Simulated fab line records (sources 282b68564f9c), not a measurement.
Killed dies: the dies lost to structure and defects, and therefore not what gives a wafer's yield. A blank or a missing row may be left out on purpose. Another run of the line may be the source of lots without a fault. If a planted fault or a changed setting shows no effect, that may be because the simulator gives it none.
Which tool is to blame?    flow ritCmos    33 wafers from 11 lots sampled at 2 of the route's 202 steps

== WHAT THE GAUGES READ, wafer by wafer ==
RIT_NSD_OVL_MEAS_06. Usual: for NSD_OVL the level is 0.0 nm and the standard deviation is 1.5.
lot   measured     on          NSD_OVL (nm)    flag
L357  day 2 23:52  overlay-02  -1.0 -1.6 -2.3  
L358  day 3 08:59  overlay-02  -3.9 1.2 -0.5   
L359  day 3 13:39  overlay-02  -0.6 -0.3 -0.5  
L360  day 3 16:59  overlay-02  0.6 0.7 0.0     
L365  day 4 16:34  overlay-02  - - - - - -     OFF
L369  day 5 11:46  overlay-02  - - - - - -     OFF
L373  day 6 08:38  overlay-01  2.2 1.2 1.9     
L374  day 6 11:54  overlay-02  0.0 -0.3 -0.4   
L375  day 6 16:16  overlay-02  0.4 0.7 1.8     
L377  day 7 04:04  overlay-01  2.6 1.8 2.4     
L379  day 7 13:25  overlay-01  0.4 -0.3 1.2    

== WHICH TOOL RAN EACH LOT (tool, then ch and the chambers of the sampled wafers, then the start) ==
lot   RIT_NSD_EXPOSE_03
L357  ilineStepper-02 ch 0, day 2 23:28
L358  ilineStepper-02 ch 0, day 3 08:28
L359  ilineStepper-01 ch 0, day 3 13:17
L360  ilineStepper-01 ch 0, day 3 16:36
L365  ilineStepper-02 ch 0, day 4 16:02
L369  ilineStepper-02 ch 0, day 5 11:22
L373  ilineStepper-01 ch 0, day 6 08:14
L374  ilineStepper-01 ch 0, day 6 11:31
L375  ilineStepper-01 ch 0, day 6 15:52
L377  ilineStepper-01 ch 0, day 7 03:41
L379  ilineStepper-01 ch 0, day 7 13:01
- RIT_NSD_EXPOSE_03: exposes mask M9, target cd 40700 nm.

== WHAT THE TOOLS THEMSELVES READ (means of the sampled wafers that have a number; where no wafer has one, the mark that the record gives instead) ==
RIT_NSD_EXPOSE_03. Usual: reticleTempC 22.98 C, standard deviation 0.1.
lot   tool             reticleTempC (C)  flag
L357  ilineStepper-02  23.13             
L358  ilineStepper-02  22.99             
L359  ilineStepper-01  22.84             
L360  ilineStepper-01  22.97             
L365  ilineStepper-02  23.04             
L369  ilineStepper-02  23.01             
L373  ilineStepper-01  22.95             
L374  ilineStepper-01  22.97             
L375  ilineStepper-01  23.08             
L377  ilineStepper-01  22.96             
L379  ilineStepper-01  23.00             

== THE ANSWER, worked out from the rows above alone ==
Rule: a lot counts as off when the mean over its wafers that have a number is more than 3 standard deviations away from the usual mean. A lot without any number at a reading at which 4 lots or more have one is off too. All remaining lots with rows at the step are treated as sound. Order of review: gauges by route order, followed by the tools' own readings, for which a lot's mean as printed above is used. The first step at which some lot is off is used, and at that step the reading that is off furthest; a lot without a number counts as furthest.
Off: L365, L369, seen at RIT_NSD_OVL_MEAS_06 (NSD_OVL). Without a number there: L365, L369.
If a tool, at a process step before that reading, ran all the lots that are off and no sound lot after the first of them, it fits. Those tools and the gauges at RIT_NSD_OVL_MEAS_06 are tried in the same way. One candidate fits, namely ilineStepper-02 at RIT_NSD_EXPOSE_03. A fault onset in the window from L358 (day 3 08:28, its last sound lot) to L365 (day 4 16:02, its first lot off) fits.

== WHAT THE SIMULATOR HAD PUT IN ==
Scanner matching overlay: ilineStepper-02, from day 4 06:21 on, at RIT_NSD_EXPOSE_03. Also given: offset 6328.
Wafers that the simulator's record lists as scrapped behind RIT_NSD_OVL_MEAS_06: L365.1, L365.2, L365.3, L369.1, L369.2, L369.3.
Shown lots that were struck: L365, L369. The rule above reached the same finding.
